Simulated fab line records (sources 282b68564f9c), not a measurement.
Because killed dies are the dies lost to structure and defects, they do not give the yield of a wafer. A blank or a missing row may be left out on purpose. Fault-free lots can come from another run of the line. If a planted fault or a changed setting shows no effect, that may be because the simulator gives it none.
fab line records	flow rit_cmos
[record] lots = 5	wafers = 15	last_day = 7
route steps=202 shown PSD@150 SDANNEAL@153 NSD@158 PLDD@159 NLDD@160 SILICIDE@161 M1@202
lots with no fault: from the same line, run without faults
start_h: hours from the record's opening day to when the first of the lot's shown wafers began	wait_h: hours from the lot's prior step to this one	" unchanged from the row above	L1.1+2: a single row standing in for several wafers	- value missing, or start not given	* or withheld: withheld	< > ~ a bound
route shown NAME@n: names a module that has steps shown in the file, with the first one's number in the route	usual: mean/standard deviation of fault-free wafers	same: alike in all rows	chamber/n: place in a boat	sites: the reading at each site	_std_site: standard deviation of those values	_edge_site: mean of outer sites minus mean of inner sites	radius_mm: how far each site lies from the wafer's centre	mask NAME#n: copy n	behind: the most recent tool/chamber to have shaped the wafer	hold: cause of the lot's hold/its duration in hours/its outcome	device: names the non-switching transistor (n, p or np)	end of line: the tests these same wafers got at the end of their route	a step with no rows: only its recipe	killed: dies lost to structure and defects at the first sort, not the wafer's yield	map: a wafer's dies, marking killed ones x, the rest . and places with no die _
set.NAME: setting as actually run; set.NAME@STEP: the setting as run at that earlier step	model.NAME: the simulator's own value behind a step, which no gauge read
lots seen at some steps along the route; tables by step, rows by wafer
services: a tool's chamber out of use, with start hour (start_h, from the record's first day; less than 0 if before it), hours out, and reason
[[steps]]
[step RIT_PSD_IMPLANT_08]
[recipe] species = BF2	energy_kev = 27	dose_cm2 = 5e+15	tilt_deg = 7
[step RIT_PSD_STRIP_09]
[recipe] chemistry = O2	time_s = 180	resist = NOVOLAK	platen_temp_c = withheld	power_w = 500	pressure_mtorr = 4000	o2_flow_sccm = 4000
[usual] drypump_motor_current_A = 5.7/0.43
[same] time_s = 180
lot.wafer	tool	chamber	start_h	wait_h	drypump_motor_current_A	rf_hours_counter_h
L500.1	plasma_asher-03	1	78.10	0.1	5.6	44
L500.4	"	1	"	"	5.6	-
L500.6	"	1	"	"	5.6	-
L501.1	plasma_asher-01	1	81.58	0.1	5.1	29
L501.4	"	0	"	"	5.7	-
L501.5	"	1	"	"	5.1	-
L504.2	plasma_asher-01	0	100.78	0.1	5.6	30
L504.4	"	0	"	"	5.6	-
L504.6	"	0	"	"	5.7	-
L513.2	plasma_asher-03	1	144.12	0.1	5.5	3
L513.5	"	1	"	"	5.6	-
L513.6	"	0	"	"	5.6	-
L517.1	plasma_asher-04	0	162.95	0.1	6.5	52
L517.2	"	1	"	"	6.1	52
L517.3	"	1	"	"	6.1	-
[step RIT_PSD_TW_MEAS_10]
[usual] PSD_TW = 3416/14
lot.wafer	tool	chamber	start_h	wait_h	PSD_TW
L500.1	film_metro-02	-	78.28	0.1	3415
L500.4	"	-	"	"	3427
L500.6	"	-	"	"	3410
L501.1	film_metro-03	-	81.75	0.1	3418
L501.4	"	-	"	"	3414
L501.5	"	-	"	"	3440
L504.2	film_metro-03	-	100.97	0.1	3411
L504.4	"	-	"	"	3412
L504.6	"	-	"	"	3415
L513.2	film_metro-03	-	144.31	0.1	3397
L513.5	"	-	"	"	3391
L513.6	"	-	"	"	3399
L517.1	film_metro-03	-	163.12	0.1	3401
L517.2	"	-	"	"	3405
L517.3	"	-	"	"	3396
[step RIT_SDANNEAL_CLEAN_00]
[recipe] chemistry = SC1	mix = 3:3:50	time_s = 600	temp_c = 75
[step RIT_SDANNEAL_CLEAN_01]
[recipe] chemistry = dHF	dilution = 50:1	time_s = 30
[step RIT_SDANNEAL_CLEAN_02]
[recipe] chemistry = SC2	mix = 3:3:50	time_s = 600	temp_c = 75	dry = n2_spin
[step RIT_SDANNEAL_RTA_03]
[recipe] temp_c = 1050	time_s = 5	idle_temp_c = 600	ramp_up_c_per_s = 342	ramp_down_c_per_s = 171	cool_to_c = 600	ambient = N2
[usual] wafer_temp_C_max = 1053.5/1.1
[same] time_s = 5
lot.wafer	tool	chamber	start_h	wait_h	wafer_temp_C_max
L500.1	rtp_anneal-01	0	78.70	0.0	1054.5
L500.4	"	0	"	"	1052.6
L500.6	"	0	"	"	1053.8
L501.1	rtp_anneal-02	0	82.18	0.0	1055.7
L501.4	"	0	"	"	1053.7
L501.5	"	0	"	"	1053.1
L504.2	rtp_anneal-01	0	101.39	0.0	1053.5
L504.4	"	0	"	"	1053.5
L504.6	"	0	"	"	1053.8
L513.2	rtp_anneal-02	0	144.75	0.0	1053.4
L513.5	"	0	"	"	1052.6
L513.6	"	0	"	"	1054.2
L517.1	rtp_anneal-02	0	163.55	0.0	1053.2
L517.2	"	0	"	"	1053.9
L517.3	"	0	"	"	1055.3
[step RIT_SDANNEAL_RS_MEAS_04]
[recipe] thk_meas_gauge = four-point-probe
[usual] PSD_RS = 115.9/0.32
lot.wafer	tool	chamber	start_h	wait_h	PSD_RS[ohm/sq]
L500.1	film_metro-03	-	78.76	0.0	116.6
L500.4	"	-	"	"	116.1
L500.6	"	-	"	"	116.2
L501.1	film_metro-03	-	82.24	0.0	115.3
L501.4	"	-	"	"	115.8
L501.5	"	-	"	"	116.1
L504.2	film_metro-02	-	101.46	0.1	116.3
L504.4	"	-	"	"	116.2
L504.6	"	-	"	"	116.4
L513.2	film_metro-03	-	144.86	0.1	115.9
L513.5	"	-	"	"	115.6
L513.6	"	-	"	"	115.6
L517.1	film_metro-04	-	163.61	0.0	116.5
L517.2	"	-	"	"	116.3
L517.3	"	-	"	"	116.7
[step RIT_SDANNEAL_RS_MEAS_05]
[recipe] thk_meas_gauge = four-point-probe
[usual] NSD_RS = 84.58/0.27
lot.wafer	tool	chamber	start_h	wait_h	NSD_RS[ohm/sq]
L500.1	film_metro-03	-	78.88	0.1	84.68
L500.4	"	-	"	"	84.32
L500.6	"	-	"	"	84.21
L501.1	film_metro-03	-	82.36	0.1	84.56
L501.4	"	-	"	"	84.83
L501.5	"	-	"	"	84.53
L504.2	film_metro-02	-	101.58	0.1	84.43
L504.4	"	-	"	"	84.76
L504.6	"	-	"	"	84.70
L513.2	film_metro-03	-	144.98	0.1	84.87
L513.5	"	-	"	"	84.76
L513.6	"	-	"	"	84.94
L517.1	film_metro-04	-	163.73	0.1	84.53
L517.2	"	-	"	"	84.47
L517.3	"	-	"	"	84.31
[step RIT_SDANNEAL_RS_MEAS_06]
[recipe] thk_meas_gauge = four-point-probe
[usual] PLDD_RS = 178.7/0.56
lot.wafer	tool	chamber	start_h	wait_h	PLDD_RS[ohm/sq]
L500.1	film_metro-03	-	79.00	0.1	179.7
L500.4	"	-	"	"	179.1
L500.6	"	-	"	"	179.9
L501.1	film_metro-03	-	82.48	0.1	178.2
L501.4	"	-	"	"	178.1
L501.5	"	-	"	"	178.7
L504.2	film_metro-02	-	101.70	0.1	178.9
L504.4	"	-	"	"	178.7
L504.6	"	-	"	"	178.7
L513.2	film_metro-03	-	145.10	0.1	178.0
L513.5	"	-	"	"	178.1
L513.6	"	-	"	"	178.1
L517.1	film_metro-04	-	163.85	0.1	178.6
L517.2	"	-	"	"	178.5
L517.3	"	-	"	"	178.8
[step RIT_SDANNEAL_RS_MEAS_07]
[recipe] thk_meas_gauge = four-point-probe
[usual] NLDD_RS = 151.7/0.5
lot.wafer	tool	chamber	start_h	wait_h	NLDD_RS[ohm/sq]
L500.1	film_metro-03	-	79.12	0.1	151.0
L500.4	"	-	"	"	151.5
L500.6	"	-	"	"	151.1
L501.1	film_metro-03	-	82.60	0.1	151.8
L501.4	"	-	"	"	152.2
L501.5	"	-	"	"	152.6
L504.2	film_metro-02	-	101.82	0.1	150.9
L504.4	"	-	"	"	150.7
L504.6	"	-	"	"	150.6
L513.2	film_metro-03	-	145.22	0.1	151.6
L513.5	"	-	"	"	151.2
L513.6	"	-	"	"	151.5
L517.1	film_metro-04	-	163.97	0.1	152.3
L517.2	"	-	"	"	152.5
L517.3	"	-	"	"	151.6
[step RIT_SILICIDE_WET_ETCH_00]
[recipe] chemistry = BOE	target = SiO2	target_depth_nm = 14	time_s = 15	dry = n2_spin	dilution = 10:1	temp_c = 21.5
[step RIT_SILICIDE_SPUTTER_01]
[recipe] material = Ti	target_thk_nm = 30	power_w = 350	chamber_pressure_pa = 0.667	gas = Ar	time_s = 240	substrate_temp_c = 25
[usual] throttle_valve_pct = 30.0/0.98
lot.wafer	tool	chamber	start_h	wait_h	throttle_valve_pct	model.Ti_of_SILICIDE_SPUTTER_01.thk_nm
L500.1	pvd_sputter-02	-	79.25	0.0	30.7	29.86
L500.4	"	-	"	"	28.8	30.15
L500.6	"	-	"	"	29.9	29.68
L501.1	pvd_sputter-01	-	82.73	0.0	28.4	30.4
L501.4	"	-	"	"	30.6	30.3
L501.5	"	-	"	"	28.5	30.22
L504.2	pvd_sputter-02	-	101.94	0.0	30.6	30.8
L504.4	"	-	"	"	29.1	34.83
L504.6	"	-	"	"	30.9	30.49
L513.2	pvd_sputter-01	-	145.33	0.0	31.0	29.54
L513.5	"	-	"	"	28.3	30.15
L513.6	"	-	"	"	29.1	29.82
L517.1	pvd_sputter-03	-	164.10	0.0	30.6	29.44
L517.2	"	-	"	"	32.2	29.57
L517.3	"	-	"	"	29.9	29.74
[step RIT_SILICIDE_RS_MEAS_02]
[recipe] thk_meas_gauge = four-point-probe	reads = Ti_of_SILICIDE_SPUTTER_01
[usual] SILICIDE_TI_RS = 47.6/0.67
lot.wafer	tool	chamber	start_h	wait_h	SILICIDE_TI_RS[ohm/sq]
L500.1	film_metro-01	-	79.40	0.1	48.1
L500.4	"	-	"	"	47.5
L500.6	"	-	"	"	48.5
L501.1	film_metro-02	-	82.88	0.1	47.1
L501.4	"	-	"	"	47.3
L501.5	"	-	"	"	47.4
L504.2	film_metro-04	-	102.11	0.1	46.4
L504.4	"	-	"	"	39.7
L504.6	"	-	"	"	47.0
L513.2	film_metro-02	-	145.50	0.1	48.8
L513.5	"	-	"	"	47.6
L513.6	"	-	"	"	48.3
L517.1	film_metro-02	-	164.25	0.1	49.1
L517.2	"	-	"	"	48.6
L517.3	"	-	"	"	48.3
[step RIT_SILICIDE_THK_MEAS_03]
[recipe] thk_meas_gauge = xrf	reads = Ti_of_SILICIDE_SPUTTER_01
[usual] SILICIDE_TI_THK = 30.6/0.37
lot.wafer	tool	chamber	start_h	wait_h	SILICIDE_TI_THK[nm]
L500.1	film_metro-01	-	79.52	0.1	30.3
L500.4	"	-	"	"	30.6
L500.6	"	-	"	"	30.0
L501.1	film_metro-02	-	83.00	0.1	30.8
L501.4	"	-	"	"	30.8
L501.5	"	-	"	"	30.7
L504.2	film_metro-04	-	102.22	0.1	31.3
L504.4	"	-	"	"	35.3
L504.6	"	-	"	"	30.8
L513.2	film_metro-02	-	145.61	0.1	30.0
L513.5	"	-	"	"	30.5
L513.6	"	-	"	"	30.2
L517.1	film_metro-02	-	164.37	0.1	29.7
L517.2	"	-	"	"	29.9
L517.3	"	-	"	"	30.1
[step RIT_SILICIDE_RTA_04]
[recipe] temp_c = 650	time_s = 10	idle_temp_c = 25	ramp_up_s = 5	ramp_down_s = 5	cool_to_c = 25	ambient = N2
[usual] wafer_temp_C_max = 652.3/0.55
[same] time_s = 10
lot.wafer	tool	chamber	start_h	wait_h	wafer_temp_C_max
L500.1	rtp_anneal-02	0	79.58	0.1	651.9
L500.4	"	0	"	"	652.5
L500.6	"	0	"	"	651.8
L501.1	rtp_anneal-01	0	83.06	0.1	652.0
L501.4	"	0	"	"	652.8
L501.5	"	0	"	"	652.5
L504.2	rtp_anneal-02	0	102.28	0.1	652.0
L504.4	"	0	"	"	652.5
L504.6	"	0	"	"	651.0
L513.2	rtp_anneal-01	0	145.68	0.1	652.1
L513.5	"	0	"	"	653.2
L513.6	"	0	"	"	652.5
L517.1	rtp_anneal-01	0	164.43	0.1	653.0
L517.2	"	0	"	"	653.4
L517.3	"	0	"	"	652.8
[step RIT_M1_PROBE_99]
[usual] killed_at_contacts = 0.1/0.23	killed_at_front_end = 6.7/2.7	killed_dies = 6.7/2.7	killed_open = 3.2/1.8	killed_short = 3.5/1.9
[same] gross_dies = 264	killed_at_M0_to_M3 = 0	killed_at_M4_up = 0	killed_at_back_side = 0	killed_at_other = 0
lot.wafer	tool	chamber	start_h	wait_h	killed_at_contacts	killed_at_front_end	killed_dies	killed_open	killed_short	model.etest.npoly_line.line_ohm_um	model.etest.ppoly_line.line_ohm_um	model.etest.contact_pplus.end_ohm_um	model.etest.contact_nplus.end_ohm_um	model.etest.npoly_line.rs_ohm_sq	model.etest.ppoly_line.rs_ohm_sq	model.etest.nmos_0p15.junction_log10_a_um	model.etest.npoly_sal.rs_ohm_sq
L500.1	prober-02	-	86.39	0.1	0	5	5	2	3	179.1	170.8	43.91	42.43	17.09	16.64	-13.39	4.352
L500.4	prober-02	-	86.54	0.2	0	6	6	4	2	179.1	172.3	42.74	42.1	17.09	16.52	-13.41	4.356
L500.6	prober-02	-	86.64	0.2	1	10	11	6	5	180	172.8	43.42	41.5	17.18	16.72	-13.45	4.42
L501.1	prober-01	-	89.47	0.1	0	10	10	3	7	166.6	158.8	44.26	42.18	16.87	16.36	-13.36	4.282
L501.4	prober-01	-	89.62	0.2	0	8	8	3	5	161.6	154.7	43.76	42.99	16.82	16.36	-13.47	4.265
L501.5	prober-01	-	89.67	0.2	0	4	4	3	1	164.6	159.3	44.4	41.97	16.84	16.45	-13.76	4.302
L504.2	prober-01	-	109.17	0.1	1	9	10	7	3	168.8	160.6	44.88	42.63	16.69	16.25	-13.5	4.317
L504.4	prober-01	-	109.27	0.2	0	5	5	1	4	153.9	151.5	52.86	49.42	15.35	15.01	-12.96	3.889
L504.6	prober-01	-	109.37	0.2	0	6	6	1	5	169.4	162	44.32	42.1	16.84	16.36	-13.35	4.339
L513.2	prober-02	-	152.36	0.1	0	4	4	1	3	175.2	168.2	43.69	41.73	17.18	16.67	-13.59	4.397
L513.5	prober-02	-	152.51	0.2	0	6	6	2	4	166.3	162.8	44.34	42.3	17.01	16.31	-13.44	4.337
L513.6	prober-02	-	152.56	0.2	0	6	6	4	2	172.5	165	45.06	44.41	17.03	16.55	-13.46	4.316
L517.1	prober-02	-	171.07	0.1	0	3	3	1	2	167.7	160.8	45.29	41.49	17.37	16.7	-13.62	4.406
L517.2	prober-02	-	171.12	0.1	0	3	3	2	1	164.6	157.1	45.59	39.98	17.1	16.5	-13.57	4.407
L517.3	prober-02	-	171.17	0.2	0	5	5	2	3	165.2	160.3	46.7	41.35	17.07	16.64	-13.66	4.342
// killed by level:class
L500.1 GATE:geometric_particle:short=2 GATE:geometric_particle:open=1 SILICIDE:geometric_particle:short=1 SILICIDE:geometric_particle:open=1
L500.4 GATE:geometric_particle:short=2 SPACER:geometric_particle:open=2 FOX2:geometric_particle:open=1 GATE:geometric_particle:open=1
L500.6 GATE:geometric_particle:short=5 GATE:geometric_particle:open=3 FOX2:geometric_particle:open=1 SPACER:geometric_particle:open=1 CONTACT:geometric_particle:open=1
L501.1 GATE:geometric_particle:short=3 FOX1:geometric_particle:short=2 SPACER:geometric_particle:short=2 FOX2:geometric_particle:open=1 GATE:geometric_particle:open=1 SILICIDE:geometric_particle:open=1
L501.4 SPACER:geometric_particle:short=2 FOX1:geometric_particle:short=1 FOX2:geometric_particle:open=1 FOX2:geometric_particle:short=1 GATE:geometric_particle:open=1 REOX:geometric_particle:open=1 SILICIDE:geometric_particle:short=1
L501.5 FOX2:geometric_particle:open=2 REOX:geometric_particle:short=1 SPACER:geometric_particle:open=1
L504.2 GATE:geometric_particle:open=4 FOX1:geometric_particle:open=2 GATE:geometric_particle:short=2 SILICIDE:geometric_particle:short=1 CONTACT:geometric_particle:open=1
L504.4 GATE:geometric_particle:short=3 REOX:geometric_particle:open=1 SILICIDE:geometric_particle:short=1
L504.6 FOX1:geometric_particle:short=2 GATE:geometric_particle:short=2 SPACER:geometric_particle:open=1 SPACER:geometric_particle:short=1
L513.2 SILICIDE:geometric_particle:short=3 GATE:geometric_particle:open=1
L513.5 ACTIVE:geometric_particle:short=1 FOX1:geometric_particle:open=1 FOX2:geometric_particle:open=1 FOX2:geometric_particle:short=1 GATE:geometric_particle:short=1 REOX:geometric_particle:short=1
L513.6 GATE:geometric_particle:open=2 FOX2:geometric_particle:short=1 SPACER:geometric_particle:open=1 SILICIDE:geometric_particle:open=1 SILICIDE:geometric_particle:short=1
L517.1 GATE:geometric_particle:open=1 SPACER:geometric_particle:short=1 SILICIDE:geometric_particle:short=1
L517.2 FOX2:geometric_particle:short=1 GATE:geometric_particle:open=1 SPACER:geometric_particle:open=1
L517.3 SPACER:geometric_particle:short=2 SILICIDE:geometric_particle:open=2 SILICIDE:geometric_particle:short=1
[[services]]
tool	chamber	start_h	hours	kind
pvd_sputter-02	-	60.53	2.7	repair
pvd_sputter-01	-	70.48	3.5	repair
pvd_sputter-01	-	76.33	2.2	repair
plasma_asher-03	-	108.84	9.0	pm
plasma_asher-03	0	108.84	9.0	vent_cycle
plasma_asher-03	1	108.84	9.0	vent_cycle
plasma_asher-03	0	117.84	-	clean
plasma_asher-03	1	117.84	-	clean
[[key]]
[first_sign] step = RIT_SILICIDE_RS_MEAS_02	reading = SILICIDE_TI_RS	direction = down	sigmas = 12	usual = 47.6	struck = 39.7
[effect] step = RIT_SILICIDE_THK_MEAS_03	reading = SILICIDE_TI_THK	direction = up	sigmas = 13	usual = 30.6	struck = 35.3
[model_effect] step = RIT_SILICIDE_SPUTTER_01	value = Ti_of_SILICIDE_SPUTTER_01.thk_nm	without = 30.59	struck = 34.83
[model_effect] step = RIT_M1_PROBE_99	value = etest.npoly_line.line_ohm_um	without = 164.2	struck = 153.9
met_at RIT_SILICIDE_SPUTTER_01
struck_wafers L504.4
tester_left_out L504
onset_between 79.25 101.94
[fault] kind = process_parameter_drift	tool = pvd_sputter-02	chamber = -	onset_h = 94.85	steps = RIT_SILICIDE_SPUTTER_01	channel = time_s	offset = *	shape = step	end_h = 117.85	stated = *	scope = struck_wafers_only
// tester_left_out: of these lots the tester's yield and bins aren't shown, on N5 and GAA mostly nor the transistor test; their killed dies are dies lost to structure and defects alone, not to doping, threshold or leakage, so they don't give the yield
